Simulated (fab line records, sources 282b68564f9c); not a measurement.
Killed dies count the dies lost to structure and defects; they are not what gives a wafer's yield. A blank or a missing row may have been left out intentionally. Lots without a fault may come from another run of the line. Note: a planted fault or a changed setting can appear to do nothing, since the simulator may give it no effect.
fab line records + flow rit_cmos
record:
- lots: 5
- wafers: 15
- last_day: 6
route steps=202 shown SDANNEAL@155 SILICIDE@161 CONTACT@168 M1@184
lots untouched by any fault: they come from a run of this same line in which no faults occurred
start_h: hours from the record's opening day to when the first of the lot's shown wafers began + wait_h: how many hours have passed since the lot's step before this one + " repeats the value in the row above + L1.1+2: one row covering several wafers at once + - either no value or no given start + * or withheld: withheld + < > ~ a bound
route shown NAME@n: a module of which the file shows steps, and the number in the route of the first + usual: mean and standard deviation over wafers with no fault + same: alike in all rows + chamber/n: place in a boat + sites: the reading at each site + _std_site: the standard deviation of these + _edge_site: the outer-site mean with the inner-site mean subtracted + radius_mm: how far each site lies from the wafer's centre + mask NAME#n: copy n + behind: the most recent tool/chamber to have shaped the wafer + hold: reason for holding the lot/hours on hold/outcome of the hold + device: which transistor (n, p or np) failed to switch + end of line: tests run on the same wafers once the route is complete + a step given without rows: its recipe and nothing more + killed: at the first sort, the dies lost to defects and structure; wafer yield is something else + map: dies across one wafer; x = killed, . = not, _ = none there
set.NAME: the setting the step ran with; set.NAME@STEP: the setting that earlier step ran with + model.NAME: the simulator's own value behind a step, which no gauge read
a table for each step, a row for each wafer; lots at some steps of the route
== steps ==
step: RIT_SDANNEAL_CLEAN_02
recipe:
- chemistry: SC2
- mix: 3:3:50
- time_s: 600
- temp_c: 75
- dry: n2_spin
step: RIT_SDANNEAL_RTA_03
recipe:
- temp_c: 1050
- time_s: 5
- idle_temp_c: 600
- ramp_up_c_per_s: 342
- ramp_down_c_per_s: 171
- cool_to_c: 600
- ambient: N2
step: RIT_SILICIDE_WET_ETCH_00
recipe:
- chemistry: BOE
- target: SiO2
- target_depth_nm: 14
- time_s: 15
- dry: n2_spin
- dilution: 10:1
- temp_c: 21.5
step: RIT_SILICIDE_SPUTTER_01
recipe:
- material: Ti
- target_thk_nm: 30
- power_w: 350
- chamber_pressure_pa: 0.667
- gas: Ar
- time_s: 240
- substrate_temp_c: 25
step: RIT_SILICIDE_RTA_04
recipe:
- temp_c: 650
- time_s: 10
- idle_temp_c: 25
- ramp_up_s: 5
- ramp_down_s: 5
- cool_to_c: 25
- ambient: N2
step: RIT_SILICIDE_WET_ETCH_05
recipe:
- chemistry: SPM
- target: Ti
- temp_c: 90
- time_s: 120
- dry: n2_spin
step: RIT_SILICIDE_RTA_06
recipe:
- temp_c: 750
- time_s: 10
- idle_temp_c: 25
- ramp_up_s: 5
- ramp_down_s: 10
- cool_to_c: 25
- ambient: N2
usual:
- wafer_temp_C_max: 754.1/1.6
| lot.wafer | tool          | chamber | start_h | wait_h | wafer_temp_C_max |
|-----------|---------------|---------|---------|--------|------------------|
| L499.1    | rtp_anneal-01 | 0       | 83.71   | 0.0    | 752.4            |
| L499.4    | "             | 0       | "       | "      | 753.2            |
| L499.5    | "             | 0       | "       | "      | 753.2            |
| L502.2    | rtp_anneal-01 | 0       | 95.50   | 0.0    | 753.5            |
| L502.3    | "             | 0       | "       | "      | 753.1            |
| L502.6    | "             | 0       | "       | "      | 753.7            |
| L504.3    | rtp_anneal-01 | 0       | 111.61  | 0.0    | 752.8            |
| L504.4    | "             | 0       | "       | "      | 753.5            |
| L504.5    | "             | 0       | "       | "      | 752.4            |
| L506.1    | rtp_anneal-01 | 0       | 116.63  | 0.0    | 752.9            |
| L506.4    | "             | 0       | "       | "      | 752.5            |
| L506.6    | "             | 0       | "       | "      | 752.5            |
| L511.1    | rtp_anneal-02 | 0       | 142.52  | 0.0    | 754.5            |
| L511.4    | "             | 0       | "       | "      | 753.4            |
| L511.5    | "             | 0       | "       | "      | 755.3            |
step: RIT_CONTACT_CVD_00
recipe:
- material: SiO2
- target_thk_nm: 400
- precursor: TEOS
- temp_c: 390
- time_s: 61
- rf_w: 400
step: RIT_CONTACT_HMDS_02
recipe:
- prime_time_s: 60
- prime_temp_c: 140
step: RIT_CONTACT_COAT_03
recipe:
- resist: NOVOLAK
- spin_rpm: 3250
- resist_thk_nm: 1000
step: RIT_CONTACT_SOFTBAKE_04
recipe:
- resist: NOVOLAK
- temp_c: 90
- time_s: 60
step: RIT_CONTACT_EXPOSE_05
recipe:
- mask_id: M11
- na: 0.6
- source_shape: conventional
- sigma_outer: 0.5
- target_cd_nm: 1000
- dose_mj: 250
step: RIT_CONTACT_PEB_06
recipe:
- resist: NOVOLAK
- temp_c: withheld
- time_s: withheld
step: RIT_CONTACT_DEVELOP_07
recipe:
- resist: NOVOLAK
- develop_time_s: 120
- dev_temp_c: 23
step: RIT_CONTACT_HARDBAKE_10
recipe:
- resist: NOVOLAK
- temp_c: 140
- time_s: 60
step: RIT_CONTACT_ETCH_11
recipe:
- target_depth_a: 4800
- over_etch_frac: 0.2
- stop_on: TiSi2
- chemistry: CHF3/CF4/Ar
- target: SiO2
- CHF3_flow_sccm: 50
- cf4_flow_sccm: 10
- Ar_flow_sccm: 100
- O2_flow_sccm: 5
- pressure_mtorr: 100
- rf_w: 200
- time_s: 320
step: RIT_CONTACT_STRIP_12
recipe:
- chemistry: O2
- time_s: 180
- resist: NOVOLAK
- platen_temp_c: withheld
- power_w: 500
- pressure_mtorr: 4000
- o2_flow_sccm: 4000
step: RIT_CONTACT_CLEAN_13
recipe:
- chemistry: SC1
- mix: 3:3:50
- time_s: 600
- temp_c: 75
step: RIT_CONTACT_CLEAN_14
recipe:
- chemistry: SC2
- mix: 3:3:50
- time_s: 600
- temp_c: 75
- dry: n2_spin
step: RIT_M1_SPUTTER_00
recipe:
- material: Al
- target_thk_nm: 400
- power_w: 2000
- chamber_pressure_pa: 0.4
- gas: Ar
- time_s: 500
- substrate_temp_c: 25
step: RIT_M1_HMDS_03
recipe:
- prime_time_s: 60
- prime_temp_c: 140
step: RIT_M1_COAT_04
recipe:
- resist: NOVOLAK
- spin_rpm: 2000
- resist_thk_nm: 1300
step: RIT_M1_SOFTBAKE_05
recipe:
- resist: NOVOLAK
- temp_c: 90
- time_s: 60
step: RIT_M1_EXPOSE_06
recipe:
- mask_id: M12
- na: 0.6
- source_shape: conventional
- sigma_outer: 0.5
- target_cd_nm: 2600
- dose_mj: 250
step: RIT_M1_PEB_07
recipe:
- resist: NOVOLAK
- temp_c: withheld
- time_s: withheld
step: RIT_M1_DEVELOP_08
recipe:
- resist: NOVOLAK
- develop_time_s: 68
- dev_temp_c: 23
step: RIT_M1_HARDBAKE_11
recipe:
- resist: NOVOLAK
- temp_c: 140
- time_s: 120
step: RIT_M1_METAL_ETCH_12
recipe:
- stop_on: SiO2
- chemistry: Cl2/BCl3
- target: Al
- time_s: 165
- over_etch_frac: 0.5
- pressure_mtorr: 100
- target_depth_a: 6000
- rf_w: 250
- Cl2_flow_sccm: 60
- bcl3_flow_sccm: 50
step: RIT_M1_PROBE_99
usual:
- killed_at_contacts: 0.1/0.25
- killed_at_front_end: 8/3.3
- killed_dies: 8/3.3
- killed_open: 3.9/2.1
- killed_short: 3.8/2.2
same:
- gross_dies: 264
- killed_at_M0_to_M3: 0
- killed_at_M4_up: 0
- killed_at_back_side: 0
- killed_at_other: 0
| lot.wafer | tool      | chamber | start_h | wait_h | killed_at_contacts | killed_at_front_end | killed_dies | killed_open | killed_short | model.etest.nplus_sal.rs_ohm_sq_rim_less_centre | model.etest.nplus_sal.rs_ohm_sq_range | model.etest.npoly_sal.rs_ohm_sq | model.etest.ppoly_sal.rs_ohm_sq | model.etest.pplus_sal.rs_ohm_sq | model.etest.nplus_sal.rs_ohm_sq | model.etest.pplus_sal.line_ohm_um | model.etest.nplus_sal.line_ohm_um |
|-----------|-----------|---------|---------|--------|--------------------|---------------------|-------------|-------------|--------------|-------------------------------------------------|---------------------------------------|---------------------------------|---------------------------------|---------------------------------|---------------------------------|-----------------------------------|-----------------------------------|
| L499.1    | prober-01 | -       | 91.92   | 0.1    | 0                  | 13                  | 13          | 6           | 7            | 0.1386                                          | 0.1693                                | 4.407                           | 4.398                           | 4.367                           | 4.335                           | 1.267                             | 1.269                             |
| L499.4    | prober-01 | -       | 92.07   | 0.2    | 0                  | 2                   | 2           | 1           | 1            | 0.1046                                          | 0.1552                                | 4.435                           | 4.394                           | 4.409                           | 4.336                           | 1.264                             | 1.275                             |
| L499.5    | prober-01 | -       | 92.12   | 0.2    | 0                  | 7                   | 7           | 6           | 1            | 0.1364                                          | 0.1447                                | 4.495                           | 4.445                           | 4.43                            | 4.431                           | 1.289                             | 1.294                             |
| L502.2    | prober-01 | -       | 103.72  | 0.1    | 0                  | 8                   | 8           | 4           | 4            | -1.201                                          | 1.211                                 | 3.938                           | 3.916                           | 3.894                           | 3.89                            | 1.114                             | 1.135                             |
| L502.3    | prober-01 | -       | 103.77  | 0.2    | 0                  | 5                   | 5           | 5           | 0            | -1.2                                            | 1.222                                 | 4.035                           | 3.952                           | 3.934                           | 3.983                           | 1.177                             | 1.167                             |
| L502.6    | prober-01 | -       | 103.92  | 0.2    | 0                  | 12                  | 12          | 7           | 5            | -1.221                                          | 1.244                                 | 3.918                           | 3.87                            | 3.909                           | 3.892                           | 1.124                             | 1.127                             |
| L504.3    | prober-01 | -       | 118.77  | 0.2    | 0                  | 8                   | 8           | 2           | 6            | -1.167                                          | 1.197                                 | 4                               | 3.995                           | 3.944                           | 3.949                           | 1.143                             | 1.133                             |
| L504.4    | prober-01 | -       | 118.82  | 0.2    | 0                  | 9                   | 9           | 7           | 2            | -1.19                                           | 1.206                                 | 3.916                           | 3.913                           | 3.895                           | 3.873                           | 1.116                             | 1.112                             |
| L504.5    | prober-01 | -       | 118.87  | 0.2    | 0                  | 5                   | 5           | 3           | 2            | -1.145                                          | 1.15                                  | 3.924                           | 3.913                           | 3.886                           | 3.879                           | 1.129                             | 1.119                             |
| L506.1    | prober-01 | -       | 123.53  | 0.1    | 0                  | 9                   | 9           | 6           | 3            | -1.189                                          | 1.23                                  | 3.982                           | 3.957                           | 3.966                           | 3.954                           | 1.126                             | 1.13                              |
| L506.4    | prober-01 | -       | 123.68  | 0.2    | 0                  | 4                   | 4           | 3           | 1            | -1.185                                          | 1.208                                 | 3.979                           | 3.932                           | 3.932                           | 3.933                           | 1.138                             | 1.153                             |
| L506.6    | prober-01 | -       | 123.78  | 0.2    | 1                  | 6                   | 7           | 5           | 2            | -1.214                                          | 1.236                                 | 3.95                            | 3.941                           | 3.898                           | 3.93                            | 1.163                             | 1.144                             |
| L511.1    | prober-02 | -       | 149.34  | 0.1    | 0                  | 16                  | 16          | 7           | 9            | 0.08036                                         | 0.09304                               | 4.367                           | 4.34                            | 4.346                           | 4.289                           | 1.258                             | 1.268                             |
| L511.4    | prober-02 | -       | 149.49  | 0.2    | 0                  | 12                  | 12          | 6           | 6            | 0.06227                                         | 0.08279                               | 4.372                           | 4.352                           | 4.34                            | 4.319                           | 1.257                             | 1.255                             |
| L511.5    | prober-02 | -       | 149.54  | 0.2    | 1                  | 7                   | 8           | 3           | 5            | 0.1018                                          | 0.1265                                | 4.341                           | 4.318                           | 4.351                           | 4.332                           | 1.273                             | 1.236                             |
killed by level:class
L499.1 GATE:geometric_particle:open=5 GATE:geometric_particle:short=4 FOX1:geometric_particle:short=2 REOX:geometric_particle:open=1 SPACER:geometric_particle:short=1
L499.4 GATE:geometric_particle:open=1 SILICIDE:geometric_particle:short=1
L499.5 GATE:geometric_particle:open=2 FOX1:geometric_particle:open=1 REOX:geometric_particle:open=1 REOX:geometric_particle:short=1 SPACER:geometric_particle:open=1 SILICIDE:geometric_particle:open=1
L502.2 SPACER:geometric_particle:open=2 SILICIDE:geometric_particle:short=2 SILICIDE:geometric_particle:open=2 GATE:geometric_particle:short=1 SPACER:geometric_particle:short=1
L502.3 GATE:geometric_particle:open=3 REOX:geometric_particle:open=1 SILICIDE:geometric_particle:open=1
L502.6 GATE:geometric_particle:short=3 FOX2:geometric_particle:open=2 SPACER:geometric_particle:open=2 FOX1:geometric_particle:short=1 GATE:geometric_particle:open=1 REOX:geometric_particle:open=1 SPACER:geometric_particle:short=1 SILICIDE:geometric_particle:open=1
L504.3 GATE:geometric_particle:open=2 GATE:geometric_particle:short=2 SPACER:geometric_particle:short=2 FOX2:geometric_particle:short=1 SILICIDE:geometric_particle:short=1
L504.4 GATE:geometric_particle:open=4 REOX:geometric_particle:open=2 FOX2:geometric_particle:open=1 SPACER:geometric_particle:short=1 SILICIDE:geometric_particle:short=1
L504.5 GATE:geometric_particle:open=2 SILICIDE:geometric_particle:short=2 REOX:geometric_particle:open=1
L506.1 GATE:geometric_particle:open=3 FOX1:geometric_particle:short=1 FOX1:geometric_particle:open=1 REOX:geometric_particle:short=1 REOX:geometric_particle:open=1 SILICIDE:geometric_particle:short=1 SILICIDE:geometric_particle:open=1
L506.4 REOX:geometric_particle:open=2 REOX:geometric_particle:short=1 SILICIDE:geometric_particle:open=1
L506.6 SILICIDE:geometric_particle:open=2 GATE:geometric_particle:open=1 REOX:geometric_particle:open=1 SPACER:geometric_particle:open=1 SILICIDE:geometric_particle:short=1 CONTACT:geometric_particle:short=1
L511.1 SILICIDE:geometric_particle:short=3 FOX1:geometric_particle:open=2 FOX1:geometric_particle:short=2 GATE:geometric_particle:open=2 GATE:geometric_particle:short=2 SPACER:geometric_particle:short=2 REOX:geometric_particle:open=1 SPACER:geometric_particle:open=1
L511.4 GATE:geometric_particle:open=3 GATE:geometric_particle:short=2 SILICIDE:geometric_particle:open=2 SILICIDE:geometric_particle:short=2 REOX:geometric_particle:open=1 REOX:geometric_particle:short=1 SPACER:geometric_particle:short=1
L511.5 SILICIDE:geometric_particle:short=3 SILICIDE:geometric_particle:open=2 GATE:geometric_particle:open=1 SPACER:geometric_particle:short=1 CONTACT:geometric_particle:short=1
== key ==
first_sign none at tools or gauges
model_effect:
- step: RIT_M1_PROBE_99
- value: etest.nplus_sal.rs_ohm_sq_rim_less_centre
- without: 0.06739
- struck: -1.19
met_at RIT_SILICIDE_RTA_06
struck_wafers L502.2,L502.3,L502.6,L504.3,L504.4,L504.5,L506.1,L506.4,L506.6
tester_left_out L502,L504,L506
onset_between 83.71 95.50
fault:
- kind: process_parameter_drift
- tool: rtp_anneal-01
- chamber: -
- onset_h: 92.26
- steps: RIT_SILICIDE_RTA_06
- channel: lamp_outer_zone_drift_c
- offset: 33
- shape: step
- end_h: 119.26
tester_left_out: of these lots the tester's yield and bins aren't shown, on N5 and GAA mostly nor the transistor test; their killed dies are dies lost to structure and defects alone, not to doping, threshold or leakage, so they don't give the yield
